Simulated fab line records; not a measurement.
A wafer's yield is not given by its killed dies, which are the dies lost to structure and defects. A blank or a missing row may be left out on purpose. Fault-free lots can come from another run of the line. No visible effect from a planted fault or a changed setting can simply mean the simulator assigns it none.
Which of the tools did it? | flow rit_cmos | Sampling: 14 lots, 42 wafers, 2 of 202 route steps

== WHAT THE GAUGES SHOWED, per wafer ==
RIT_NLDD_TW_MEAS_10.
lot  | measured    | on            | NLDD_TW
L197 | day 2 17:58 | film_metro-04 | 2477 2469 2480
L198 | day 2 23:07 | film_metro-01 | 2527 2516 2511
L199 | day 3 03:35 | film_metro-01 | 2514 2516 2506
L201 | day 3 15:09 | film_metro-01 | 2514 2523 2517
L202 | day 3 19:01 | film_metro-04 | 2514 2525 2514
L203 | day 3 23:07 | film_metro-02 | 30 30 30
L204 | day 4 04:22 | film_metro-02 | 30 30 30
L212 | day 5 20:58 | film_metro-01 | 2495 2502 2497
L213 | day 6 02:44 | film_metro-04 | 2480 2486 2488
L216 | day 6 16:35 | film_metro-02 | 2500 2505 2503
L217 | day 6 22:21 | film_metro-01 | 2479 2488 2489
L218 | day 7 03:33 | film_metro-02 | 2501 2477 2479
L219 | day 7 08:11 | film_metro-04 | 2460 2487 2474
L220 | day 7 12:13 | film_metro-01 | 2499 2509 2504

== WHICH TOOL RAN EACH LOT (tool, then ch and the chambers of the sampled wafers, then the start) ==
lot  | RIT_NLDD_DEVELOP_05
L197 | litho_track-04 ch 0, day 2 17:00
L198 | litho_track-01 ch 0, day 2 22:00
L199 | litho_track-04 ch 0, day 3 02:00
L201 | litho_track-01 ch 0, day 3 14:00
L202 | litho_track-01 ch 0, day 3 18:00
L203 | litho_track-04 ch 0, day 3 22:00
L204 | litho_track-04 ch 0, day 4 03:00
L212 | litho_track-03 ch 0, day 5 20:00
L213 | litho_track-01 ch 0, day 6 02:00
L216 | litho_track-04 ch 0, day 6 15:00
L217 | litho_track-01 ch 0, day 6 21:00
L218 | litho_track-04 ch 0, day 7 02:00
L219 | litho_track-01 ch 0, day 7 07:00
L220 | litho_track-04 ch 0, day 7 11:00
- RIT_NLDD_DEVELOP_05: develop time 50 s.

== WHAT THE TOOLS THEMSELVES READ (means of the sampled wafers that have a number; where no wafer has one, the mark that the record gives instead) ==
The record holds no such reading with a usual standard deviation.

== THE ANSWER, worked out from the rows above alone ==
Rule: the lots themselves supply what counts as usual. Put in order of their means at a reading, lots are off if they are a third of the lots or fewer, leave a main group of 4 or more, and stand apart from it by a gap of 3 or more times the standard deviation of the main group's means; of several such gaps the widest counts. A main group is skipped when, at the precision printed for the reading in the tables above, its means are all equal. Also off: a lot with no number at a reading for which 4 or more lots have one. Any other lot the step has rows for is counted as sound. After the gauges, taken in route order, come the tools' own readings; for these a lot's mean is taken, as printed above. At the first step where some lot is off, the reading lying furthest off is the one used; lots without a number count as furthest.
Off: L203, L204, at RIT_NLDD_TW_MEAS_10 (NLDD_TW). The main group has a mean of 2498 with a standard deviation of 16.
If a tool, at a process step before that reading, ran all the lots that are off and no sound lot after the first of them, it fits. Those tools and the gauges at RIT_NLDD_TW_MEAS_10 are tried in the same way. Of those tried, none fits.

== WHAT THE SIMULATOR HAD INSERTED ==
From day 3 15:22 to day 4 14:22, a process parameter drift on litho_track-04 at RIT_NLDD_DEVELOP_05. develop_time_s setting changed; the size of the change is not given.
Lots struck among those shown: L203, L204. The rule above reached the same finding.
